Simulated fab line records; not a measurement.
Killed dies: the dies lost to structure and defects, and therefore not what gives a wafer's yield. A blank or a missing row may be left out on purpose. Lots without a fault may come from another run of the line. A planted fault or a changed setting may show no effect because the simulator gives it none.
Which tool was responsible? | flow berkeleyCmos170 | 14 lots, 42 wafers sampled, at 7 steps of a route of 331

== WHAT THE GAUGES SHOWED, per wafer ==
UCB170_NWELL_OVL_MEAS_12. Usual: for NWELL_OVL the level is -1 nm and the standard deviation is 5.3.
lot  | measured    | on         | NWELL_OVL (nm) | flag
L543 | day 2 09:48 | overlay-01 | 1 5 0          | 
L545 | day 2 22:52 | overlay-02 | 3 -7 -1        | 
L547 | day 3 04:02 | overlay-01 | 0 -7 -3        | 
L549 | day 3 16:32 | overlay-02 | -8 -12 1       | 
L550 | day 3 20:04 | overlay-02 | -3 -9 2        | 
L552 | day 4 01:32 | overlay-02 | 7 0 5          | 
L553 | day 4 04:26 | overlay-02 | 3 -4 3         | 
L554 | day 4 10:16 | overlay-02 | 7 14 7         | 
L557 | day 5 00:50 | overlay-02 | 5 -3 3         | 
L559 | day 5 14:19 | overlay-02 | -7 6 -2        | 
L560 | day 5 21:37 | overlay-01 | 3 -8 -1        | 
L561 | day 6 03:40 | overlay-02 | 6 0 -4         | 
L562 | day 6 11:58 | overlay-01 | -1 12 3        | 
L564 | day 6 20:52 | overlay-02 | 3 -8 4         | 

UCB170_M1_RS_MEAS_01: measures by four-point-probe. Usual: for M1_AL_RS the level is 0.0484 ohm/sq and the standard deviation is 0.00054.
lot  | measured     | on           | M1_AL_RS (ohm/sq)    | flag
L543 | day 6 19:59  | filmMetro-03 | 0.0484 0.0493 0.0482 | 
L545 | day 7 20:07  | filmMetro-03 | 0.0483 0.0480 0.0482 | 
L547 | day 8 08:36  | filmMetro-03 | 0.0477 0.0479 0.0478 | 
L549 | day 8 09:05  | filmMetro-01 | 0.0494 0.0489 0.0488 | 
L550 | day 8 05:51  | filmMetro-01 | 0.0483 0.0482 0.0476 | 
L552 | day 8 21:54  | filmMetro-01 | 0.0307 0.0312 0.0311 | OFF
L553 | day 8 17:08  | filmMetro-01 | 0.0307 0.0311 0.0309 | OFF
L554 | day 9 11:24  | filmMetro-03 | 0.0490 0.0484 0.0491 | 
L557 | day 9 22:01  | filmMetro-01 | 0.0483 0.0472 0.0477 | 
L559 | day 10 05:05 | filmMetro-03 | 0.0488 0.0481 0.0487 | 
L560 | day 10 02:49 | filmMetro-01 | 0.0494 0.0492 0.0485 | 
L561 | day 10 20:28 | filmMetro-04 | 0.0487 0.0480 0.0486 | 
L562 | day 11 02:31 | filmMetro-04 | 0.0486 0.0486 0.0485 | 
L564 | day 11 08:34 | filmMetro-01 | 0.0479 0.0481 0.0481 | 

UCB170_M1_THK_MEAS_02: measures by xrf. Usual: for M1_AL_THK the level is 595 nm and the standard deviation is 7.2.
lot  | measured     | on           | M1_AL_THK (nm) | flag
L543 | day 6 20:05  | filmMetro-03 | 596 585 599    | 
L545 | day 7 20:14  | filmMetro-03 | 596 597 598    | 
L547 | day 8 08:43  | filmMetro-03 | 605 602 607    | 
L549 | day 8 09:12  | filmMetro-01 | 584 587 591    | 
L550 | day 8 05:58  | filmMetro-01 | 593 594 606    | 
L552 | day 8 21:59  | filmMetro-01 | 931 919 918    | OFF
L553 | day 8 17:16  | filmMetro-01 | 926 920 923    | OFF
L554 | day 9 11:31  | filmMetro-03 | 581 594 581    | 
L557 | day 9 22:07  | filmMetro-01 | 595 611 605    | 
L559 | day 10 05:13 | filmMetro-03 | 593 601 593    | 
L560 | day 10 02:56 | filmMetro-01 | 582 585 596    | 
L561 | day 10 20:35 | filmMetro-04 | 586 595 590    | 
L562 | day 11 02:38 | filmMetro-04 | 586 593 588    | 
L564 | day 11 08:39 | filmMetro-01 | 600 600 598    | 

UCB170_M3_CD_MEAS_90: the cd target is 700 nm. Usual: cdNm 699.7 nm, standard deviation 2.9.
lot  | measured     | on       | cdNm (nm)         | flag
L543 | day 7 16:25  | cdSem-01 | 702.0 696.4 702.8 | 
L545 | day 8 16:56  | cdSem-01 | 701.2 700.4 700.9 | 
L547 | day 9 09:22  | cdSem-01 | 697.6 698.2 697.0 | 
L549 | day 9 09:36  | cdSem-01 | 700.1 699.1 700.3 | 
L550 | day 9 04:24  | cdSem-02 | 699.5 697.0 694.5 | 
L554 | day 10 02:49 | cdSem-02 | 697.8 699.8 697.2 | 
L557 | day 10 17:05 | cdSem-02 | 698.8 701.7 700.3 | 
L559 | day 10 21:40 | cdSem-01 | 700.8 702.9 702.6 | 
L560 | day 10 20:43 | cdSem-01 | 703.5 704.8 700.2 | 
L561 | day 11 12:00 | cdSem-02 | 703.6 699.2 702.9 | 
L562 | day 11 18:13 | cdSem-02 | 700.8 700.4 703.6 | 
L564 | day 12 00:13 | cdSem-01 | 696.0 695.0 697.6 | 

== EACH LOT AND THE TOOL THAT RAN IT (in order: tool; ch and the chambers of the sampled wafers; start) ==
lot  | UCB170_SILICIDE_RTA_04          | UCB170_M1_SPUTTER_00        | UCB170_M1_METAL_ETCH_12
L543 | rtpAnneal-02 ch 0, day 6 13:43  | pvdSputter-02, day 6 19:54  | rieMetal-03 ch 0, day 6 21:35
L545 | rtpAnneal-01 ch 0, day 7 13:07  | pvdSputter-04, day 7 20:04  | rieMetal-04 ch 0,1, day 7 21:46
L547 | rtpAnneal-02 ch 0, day 8 00:02  | pvdSputter-04, day 8 08:31  | rieMetal-01 ch 0,1, day 8 10:56
L549 | rtpAnneal-01 ch 0, day 8 00:25  | pvdSputter-03, day 8 09:01  | rieMetal-04 ch 0, day 8 11:08
L550 | rtpAnneal-01 ch 0, day 7 23:05  | pvdSputter-04, day 8 05:47  | rieMetal-01 ch 0,1, day 8 08:59
L552 | rtpAnneal-01 ch 0, day 8 11:35  | pvdSputter-04, day 8 21:47  | rieMetal-01 ch 0,1, day 8 23:29
L553 | rtpAnneal-01 ch 0, day 8 10:47  | pvdSputter-04, day 8 17:05  | rieMetal-03 ch 0,1, day 8 20:02
L554 | rtpAnneal-02 ch 0, day 9 03:44  | pvdSputter-02, day 9 11:19  | rieMetal-03 ch 0,1, day 9 12:44
L557 | rtpAnneal-02 ch 0, day 9 16:14  | pvdSputter-02, day 9 21:53  | rieMetal-03 ch 0,1, day 9 23:13
L559 | rtpAnneal-01 ch 0, day 9 21:13  | pvdSputter-02, day 10 05:02 | rieMetal-04 ch 0,1, day 10 06:27
L560 | rtpAnneal-02 ch 0, day 9 20:52  | pvdSputter-03, day 10 02:44 | rieMetal-04 ch 0,1, day 10 04:07
L561 | rtpAnneal-02 ch 0, day 10 13:28 | pvdSputter-03, day 10 20:24 | rieMetal-01 ch 1, day 10 21:58
L562 | rtpAnneal-01 ch 0, day 10 21:03 | pvdSputter-02, day 11 02:28 | rieMetal-04 ch 0,1, day 11 03:44
L564 | rtpAnneal-02 ch 0, day 11 01:45 | pvdSputter-02, day 11 08:26 | rieMetal-04 ch 0,1, day 11 10:10
- UCB170_SILICIDE_RTA_04: time 15 s.
- UCB170_M1_SPUTTER_00: material Al, target thk 600 nm, time 80 s.
- UCB170_M1_METAL_ETCH_12: etches Al in Cl2/BCl3, stops on PSG, target depth 780 nm, time 130 s.

== WHAT THE TOOLS THEMSELVES READ (means of the sampled wafers that have a number; where no wafer has one, the mark that the record gives instead) ==
UCB170_SILICIDE_RTA_04. Usual: lampPowerPct 11.3 %, standard deviation 0.65; wafer_temp_C_max 652.9, standard deviation 0.61.
lot  | tool         | lampPowerPct (%) | wafer_temp_C_max | flag
L543 | rtpAnneal-02 | 11.9             | 652.9            | 
L545 | rtpAnneal-01 | 10.6             | 652.7            | 
L547 | rtpAnneal-02 | 11.9             | 653.4            | 
L549 | rtpAnneal-01 | 10.6             | 653.0            | 
L550 | rtpAnneal-01 | 10.6             | 652.9            | 
L552 | rtpAnneal-01 | 10.6             | 653.0            | 
L553 | rtpAnneal-01 | 10.6             | 652.4            | 
L554 | rtpAnneal-02 | 11.9             | 652.5            | 
L557 | rtpAnneal-02 | 11.9             | 653.4            | 
L559 | rtpAnneal-01 | 10.6             | 652.6            | 
L560 | rtpAnneal-02 | 11.9             | 652.9            | 
L561 | rtpAnneal-02 | 11.9             | 653.2            | 
L562 | rtpAnneal-01 | 10.6             | 652.8            | 
L564 | rtpAnneal-02 | 11.9             | 653.3            | 

UCB170_M1_SPUTTER_00. Usual: cathodeDcPowerW 6000.0 W, standard deviation 1.2; throttleValvePct 30.3 %, standard deviation 0.88.
lot  | tool          | cathodeDcPowerW (W) | throttleValvePct (%) | flag
L543 | pvdSputter-02 | 6001.8              | 30.4                 | 
L545 | pvdSputter-04 | 5999.7              | 29.0                 | 
L547 | pvdSputter-04 | 5999.9              | 29.0                 | 
L549 | pvdSputter-03 | 6000.8              | 30.6                 | 
L550 | pvdSputter-04 | 5999.4              | 29.9                 | 
L552 | pvdSputter-04 | 9270.1              | 29.8                 | OFF
L553 | pvdSputter-04 | 9270.8              | 29.8                 | OFF
L554 | pvdSputter-02 | 5998.2              | 30.7                 | 
L557 | pvdSputter-02 | 6001.4              | 30.3                 | 
L559 | pvdSputter-02 | 6000.3              | 30.4                 | 
L560 | pvdSputter-03 | 5999.3              | 30.9                 | 
L561 | pvdSputter-03 | 5999.0              | 30.7                 | 
L562 | pvdSputter-02 | 5999.5              | 31.0                 | 
L564 | pvdSputter-02 | 5999.9              | 30.4                 | 

UCB170_M1_METAL_ETCH_12. Usual: drypumpMotorCurrentA 5.6 A, standard deviation 0.34; oesProductAu 0.850 a.u., standard deviation 0.015; rfFwdPowerW 597.3 W, standard deviation 1.9; throttleValvePct 24.4 %, standard deviation 0.34.
lot  | tool        | drypumpMotorCurrentA (A) | oesProductAu (a.u.) | rfFwdPowerW (W) | throttleValvePct (%) | flag
L543 | rieMetal-03 | 5.7                      | 0.831               | 597.4           | 24.4                 | 
L545 | rieMetal-04 | 5.3                      | 0.864               | 596.0           | 24.2                 | 
L547 | rieMetal-01 | 5.5                      | 0.851               | 597.9           | 24.7                 | 
L549 | rieMetal-04 | 5.3                      | 0.860               | 599.3           | 24.0                 | 
L550 | rieMetal-01 | 5.5                      | 0.853               | 596.8           | 24.7                 | 
L552 | rieMetal-01 | 5.6                      | 0.970               | 596.4           | 24.7                 | OFF
L553 | rieMetal-03 | 5.6                      | 0.963               | 596.9           | 24.2                 | OFF
L554 | rieMetal-03 | 5.6                      | 0.825               | 598.5           | 24.3                 | 
L557 | rieMetal-03 | 5.6                      | 0.839               | 597.2           | 24.1                 | 
L559 | rieMetal-04 | 5.4                      | 0.856               | 595.4           | 24.5                 | 
L560 | rieMetal-04 | 5.3                      | 0.852               | 596.3           | 24.2                 | 
L561 | rieMetal-01 | 5.2                      | 0.842               | 597.1           | 24.7                 | 
L562 | rieMetal-04 | 5.3                      | 0.865               | 597.1           | 24.2                 | 
L564 | rieMetal-04 | 5.3                      | 0.864               | 595.0           | 24.2                 | 

== THE ANSWER, worked out from the rows above alone ==
Rule: lot off if the mean of its wafers having a number is beyond 3 standard deviations from the usual mean. Also off: a lot with no number at a reading for which 4 or more lots have one. Where the step has rows for the other lots, those lots are counted as sound. After the gauges, taken in route order, come the tools' own readings; for these a lot's mean is taken, as printed above. At the first step where some lot is off, the reading lying furthest off is the one used; lots without a number count as furthest.
Off: L552, L553, at UCB170_M1_RS_MEAS_01 (M1_AL_RS).
A tool fits if, at a process step before that reading, it ran every lot that is off, and no sound lot after the first of them. The gauges at UCB170_M1_RS_MEAS_01 aren't tried: what is off there is off at UCB170_M1_SPUTTER_00 too, on other tools, and a gauge's error can't cause that. One fits: UCB170_M1_SPUTTER_00 on pvdSputter-04. Its last sound lot is L547 (day 8 08:31), its first lot that is off L553 (day 8 17:05): a fault that began between those two fits.
The tool's own readings at UCB170_M1_SPUTTER_00 bear it out: on the lots that are off they differ by more than 5 times the standard deviation of the sound lots' means. cathodeDcPowerW reads 9270.5 W there against 5999.9 W on the sound lots.

== WHAT THE SIMULATOR HAD INSERTED ==
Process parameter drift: pvdSputter-04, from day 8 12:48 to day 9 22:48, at UCB170_M1_SPUTTER_00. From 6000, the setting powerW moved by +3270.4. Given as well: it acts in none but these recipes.
Lots struck among those shown: L552, L553. The same result came from the rule above.
